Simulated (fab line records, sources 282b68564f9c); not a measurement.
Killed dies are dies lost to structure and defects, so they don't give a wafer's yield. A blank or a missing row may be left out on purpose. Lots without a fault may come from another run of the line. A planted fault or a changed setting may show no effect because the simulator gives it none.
fab line records | flow rit_cmos
record lots=13 wafers=39 last_day=7
route steps=202 shown ACTIVE@19 M1@202
lots that met no fault: from a run of the same line without faults
start_h: hours from the record's first day to the start of the lot's first wafer shown | wait_h: hours since the lot's step before | " the same as in the row above | L1.1+2: a row that stands for several wafers | - no value, or no start given | * or withheld: withheld | < > ~ a bound
route shown NAME@n: a module of which the file shows steps, and the number in the route of the first | usual: mean/standard deviation of fault-free wafers | same: alike in all rows | chamber/n: place in a boat | sites: the reading at each site | _std_site: their standard deviation | _edge_site: outer sites' mean less inner sites' | radius_mm: how far each site lies from the wafer's centre | mask NAME#n: copy n | behind: the tool/chamber that last shaped the wafer | hold: why the lot was held/for how many hours/how that ended | device: the transistor (n, p or np) that didn't switch | end of line: the same wafers' tests at the end of the route | a step without rows: its recipe alone | killed: dies lost to structure and defects at the first sort, not the wafer's yield | map: a wafer's dies, x killed, . not, _ none there
set.NAME: the setting as run; set.NAME@STEP: as run at that earlier step | model.NAME: the simulator's own value behind a step, which no gauge read
steps of the route over a sample of lots; a table a step, a row a wafer
services: from which hour (start_h, from the record's first day; less than 0 if before it) a tool's chamber was out of use, for how many hours, and why
## steps
# step RIT_ACTIVE_CLEAN_17
# recipe chemistry=SC2 mix=3:3:50 time_s=600 temp_c=75 dry=n2_spin
# columns lot.wafer tool chamber start_h wait_h
L713.2+3+6 wet_bench-03 2 15.33 0.0
L714.3+4+6 wet_bench-04 3 21.22 0.0
L715.2+3+6 wet_bench-04 0 25.33 0.0
L716.1+3+6 wet_bench-03 1 31.11 0.0
L717.3+4+5 wet_bench-02 0 35.33 0.0
L718.1+2+5 wet_bench-03 0 40.55 0.0
L719.3+5+6 wet_bench-02 0 45.50 0.0
L726.1+2+5 wet_bench-03 3 80.59 0.0
L727.2+3+5 wet_bench-02 2 85.33 0.0
L732.1+3+6 wet_bench-03 3 112.18 0.0
L733.4+5+6 wet_bench-04 3 115.35 0.0
L734.1+2+5 wet_bench-03 0 120.35 0.0
L736.1+2+6 wet_bench-03 1 133.61 0.0
# step RIT_M1_PROBE_99
# usual killed_at_contacts=0.1/0.34 killed_at_front_end=7/3 killed_dies=7/3.1 killed_on_rim=1.7/1.3 killed_open=3.4/1.9 killed_short=3.4/2.1
# same gross_dies=264 killed_at_M0_to_M3=0 killed_at_M4_up=0 killed_at_back_side=0 killed_at_other=0
# columns lot.wafer tool chamber start_h wait_h killed_at_contacts killed_at_front_end killed_dies killed_on_rim killed_open killed_short
L713.2 prober-02 - 57.23 0.1 0 5 5 0 3 2
L713.3 prober-02 - 57.28 0.2 0 2 2 0 1 1
L713.6 prober-02 - 57.43 0.2 0 3 3 1 2 1
L714.3 prober-01 - 61.46 0.2 0 14 14 1 7 7
L714.4 prober-01 - 61.51 0.2 0 5 5 3 3 2
L714.6 prober-01 - 61.61 0.2 0 7 7 3 4 3
L715.2 prober-02 - 68.62 0.1 0 5 5 1 1 4
L715.3 prober-02 - 68.67 0.2 1 10 11 1 6 5
L715.6 prober-02 - 68.82 0.2 0 11 11 1 6 5
L716.1 prober-01 - 73.67 0.1 0 6 6 1 2 4
L716.3 prober-01 - 73.77 0.2 0 4 4 2 2 2
L716.6 prober-01 - 73.92 0.2 0 7 7 2 5 2
L717.3 prober-02 - 81.48 0.2 0 9 9 2 5 4
L717.4 prober-02 - 81.53 0.2 0 8 8 3 4 4
L717.5 prober-02 - 81.58 0.2 0 10 10 3 6 4
L718.1 prober-01 - 82.88 0.1 0 7 7 2 5 2
L718.2 prober-01 - 82.93 0.1 0 4 4 0 2 2
L718.5 prober-01 - 83.08 0.2 0 4 4 0 3 1
L719.3 prober-02 - 89.37 0.2 0 7 7 1 4 3
L719.5 prober-02 - 89.47 0.2 0 7 7 3 3 4
L719.6 prober-02 - 89.52 0.2 0 11 11 2 7 4
L726.1 prober-01 - 126.11 0.1 0 4 4 1 2 2
L726.2 prober-01 - 126.16 0.1 0 2 2 0 1 1
L726.5 prober-01 - 126.31 0.2 0 4 4 2 2 2
L727.2 prober-02 - 129.91 0.1 0 27 27 2 1 1
L727.3 prober-02 - 129.96 0.2 0 32 32 0 0 0
L727.5 prober-02 - 130.06 0.2 0 41 41 3 4 9
L732.1 prober-02 - 156.03 0.1 0 6 6 0 4 2
L732.3 prober-02 - 156.13 0.2 0 6 6 1 3 3
L732.6 prober-02 - 156.28 0.2 0 6 6 3 2 4
L733.4 prober-01 - 158.98 0.2 0 5 5 1 5 0
L733.5 prober-01 - 159.03 0.2 0 4 4 1 3 1
L733.6 prober-01 - 159.08 0.2 0 5 5 0 4 1
L734.1 prober-02 - 168.29 0.1 1 9 10 2 6 4
L734.2 prober-02 - 168.34 0.1 0 2 2 0 1 1
L734.5 prober-02 - 168.49 0.2 0 6 6 2 2 4
L736.1 prober-02 - 175.78 0.1 0 6 6 1 1 4
L736.2 prober-02 - 175.83 0.1 0 4 4 1 0 4
L736.6 prober-02 - 176.03 0.2 0 8 8 3 3 4
# killed by level:class
L713.2 FOX1:geometric_particle:short=1 FOX1:geometric_particle:open=1 GATE:geometric_particle:open=1 GATE:geometric_particle:short=1 SPACER:geometric_particle:open=1
L713.3 FOX2:geometric_particle:open=1 GATE:geometric_particle:short=1
L713.6 GATE:geometric_particle:open=1 SPACER:geometric_particle:short=1 SILICIDE:geometric_particle:open=1
L714.3 FOX1:geometric_particle:short=4 FOX1:geometric_particle:open=3 GATE:geometric_particle:open=3 GATE:geometric_particle:short=3 SPACER:geometric_particle:open=1
L714.4 GATE:geometric_particle:open=2 REOX:geometric_particle:short=1 SPACER:geometric_particle:open=1 SILICIDE:geometric_particle:short=1
L714.6 GATE:geometric_particle:short=2 SPACER:geometric_particle:open=2 FOX1:geometric_particle:open=1 GATE:geometric_particle:open=1 SILICIDE:geometric_particle:short=1
L715.2 SPACER:geometric_particle:short=2 FOX1:geometric_particle:short=1 GATE:geometric_particle:short=1 SILICIDE:geometric_particle:open=1
L715.3 SPACER:geometric_particle:short=3 FOX1:geometric_particle:open=2 GATE:geometric_particle:short=2 GATE:geometric_particle:open=2 REOX:geometric_particle:open=1 CONTACT:geometric_particle:open=1
L715.6 FOX1:geometric_particle:open=3 GATE:geometric_particle:short=3 REOX:geometric_particle:open=2 GATE:geometric_particle:open=1 REOX:geometric_particle:short=1 SILICIDE:geometric_particle:short=1
L716.1 GATE:geometric_particle:short=2 REOX:geometric_particle:short=2 GATE:geometric_particle:open=1 SPACER:geometric_particle:open=1
L716.3 REOX:geometric_particle:open=2 FOX1:geometric_particle:short=1 REOX:geometric_particle:short=1
L716.6 GATE:geometric_particle:open=2 FOX1:geometric_particle:open=1 FOX2:geometric_particle:short=1 FOX2:geometric_particle:open=1 GATE:geometric_particle:short=1 SPACER:geometric_particle:open=1
L717.3 GATE:geometric_particle:short=2 GATE:geometric_particle:open=2 SILICIDE:geometric_particle:open=2 FOX1:geometric_particle:short=1 FOX1:geometric_particle:open=1 FOX2:geometric_particle:short=1
L717.4 FOX1:geometric_particle:short=2 FOX1:geometric_particle:open=2 FOX2:geometric_particle:short=2 GATE:geometric_particle:open=2
L717.5 FOX2:geometric_particle:open=3 FOX2:geometric_particle:short=2 FOX1:geometric_particle:short=1 FOX1:geometric_particle:open=1 GATE:geometric_particle:open=1 REOX:geometric_particle:short=1 SILICIDE:geometric_particle:open=1
L718.1 REOX:geometric_particle:short=2 FOX1:geometric_particle:open=1 GATE:geometric_particle:open=1 REOX:geometric_particle:open=1 SPACER:geometric_particle:open=1 SILICIDE:geometric_particle:open=1
L718.2 FOX1:geometric_particle:open=1 FOX2:geometric_particle:short=1 GATE:geometric_particle:open=1 SPACER:geometric_particle:short=1
L718.5 FOX1:geometric_particle:open=1 FOX1:geometric_particle:short=1 FOX2:geometric_particle:open=1 SPACER:geometric_particle:open=1
L719.3 GATE:geometric_particle:open=3 REOX:geometric_particle:short=3 FOX2:geometric_particle:open=1
L719.5 GATE:geometric_particle:short=2 REOX:geometric_particle:open=2 FOX2:geometric_particle:open=1 FOX2:geometric_particle:short=1 SILICIDE:geometric_particle:short=1
L719.6 SILICIDE:geometric_particle:open=3 FOX1:geometric_particle:short=2 FOX1:geometric_particle:open=1 GATE:geometric_particle:short=1 GATE:geometric_particle:open=1 REOX:geometric_particle:open=1 SPACER:geometric_particle:open=1 SILICIDE:geometric_particle:short=1
L726.1 GATE:geometric_particle:open=2 GATE:geometric_particle:short=2
L726.2 FOX1:geometric_particle:open=1 GATE:geometric_particle:short=1
L726.5 FOX1:geometric_particle:open=1 GATE:geometric_particle:short=1 SILICIDE:geometric_particle:short=1 SILICIDE:geometric_particle:open=1
L727.2 ACTIVE:unspecified=25 GATE:geometric_particle:short=1 GATE:geometric_particle:open=1
L727.3 ACTIVE:unspecified=31 GATE:coat_microbubble_printed=1
L727.5 ACTIVE:unspecified=28 GATE:geometric_particle:short=3 SPACER:geometric_particle:short=3 FOX1:geometric_particle:short=2 FOX1:geometric_particle:open=1 FOX2:geometric_particle:open=1 GATE:geometric_particle:open=1 SILICIDE:geometric_particle:open=1
L732.1 SPACER:geometric_particle:open=3 GATE:geometric_particle:short=1 SILICIDE:geometric_particle:short=1 SILICIDE:geometric_particle:open=1
L732.3 FOX1:geometric_particle:short=1 FOX1:geometric_particle:open=1 GATE:geometric_particle:open=1 REOX:geometric_particle:short=1 REOX:geometric_particle:open=1 SPACER:geometric_particle:short=1
L732.6 GATE:geometric_particle:open=2 FOX2:geometric_particle:short=1 GATE:geometric_particle:short=1 REOX:geometric_particle:short=1 SPACER:geometric_particle:short=1
L733.4 GATE:geometric_particle:open=3 FOX2:geometric_particle:open=1 REOX:geometric_particle:open=1
L733.5 GATE:geometric_particle:open=2 FOX1:geometric_particle:open=1 GATE:geometric_particle:short=1
L733.6 GATE:geometric_particle:open=3 SPACER:geometric_particle:open=1 SILICIDE:geometric_particle:short=1
L734.1 SPACER:geometric_particle:open=2 FOX1:geometric_particle:open=1 FOX2:geometric_particle:short=1 GATE:geometric_particle:open=1 GATE:geometric_particle:short=1 SPACER:geometric_particle:short=1 SILICIDE:geometric_particle:short=1 SILICIDE:geometric_particle:open=1
L734.2 SPACER:geometric_particle:short=1 SILICIDE:geometric_particle:open=1
L734.5 SPACER:geometric_particle:short=2 SPACER:geometric_particle:open=2 GATE:geometric_particle:short=1 SILICIDE:geometric_particle:short=1
L736.1 FOX1:geometric_particle:short=2 GATE:geometric_particle:short=1 GATE:geometric_particle:open=1 SPACER:geometric_particle:short=1 PSD:coat_microbubble_printed=1
L736.2 GATE:geometric_particle:short=2 FOX1:geometric_particle:short=1 SPACER:geometric_particle:short=1
L736.6 FOX1:geometric_particle:short=2 GATE:geometric_particle:open=2 GATE:geometric_particle:short=1 REOX:geometric_particle:open=1 REOX:geometric_particle:short=1 PSD:coat_microbubble_printed=1
## services
# columns tool chamber start_h hours kind
wet_bench-03 - 72.83 1.5 repair
wet_bench-03 - 88.86 2.9 repair
## key
first_sign step=RIT_M1_PROBE_99 reading=killed_at_front_end direction=up sigmas=8.7 usual=7 struck=33
effect step=RIT_M1_PROBE_99 reading=killed_dies direction=up sigmas=8.4 usual=7 struck=33
met_at RIT_ACTIVE_CLEAN_17
struck_lots L727
struck_wafers L727.2,L727.3,L727.5
tester_left_out L727
fault kind=chamber_particle_source tool=wet_bench-02 chamber=2 onset_h=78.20 steps=RIT_ACTIVE_CLEAN_17 rate_per_visit_cm2=0.6092 end_h=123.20
# tester_left_out: of these lots the tester's yield and bins aren't shown, on N5 and GAA mostly nor the transistor test; their killed dies are dies lost to structure and defects alone, not to doping, threshold or leakage, so they don't give the yield
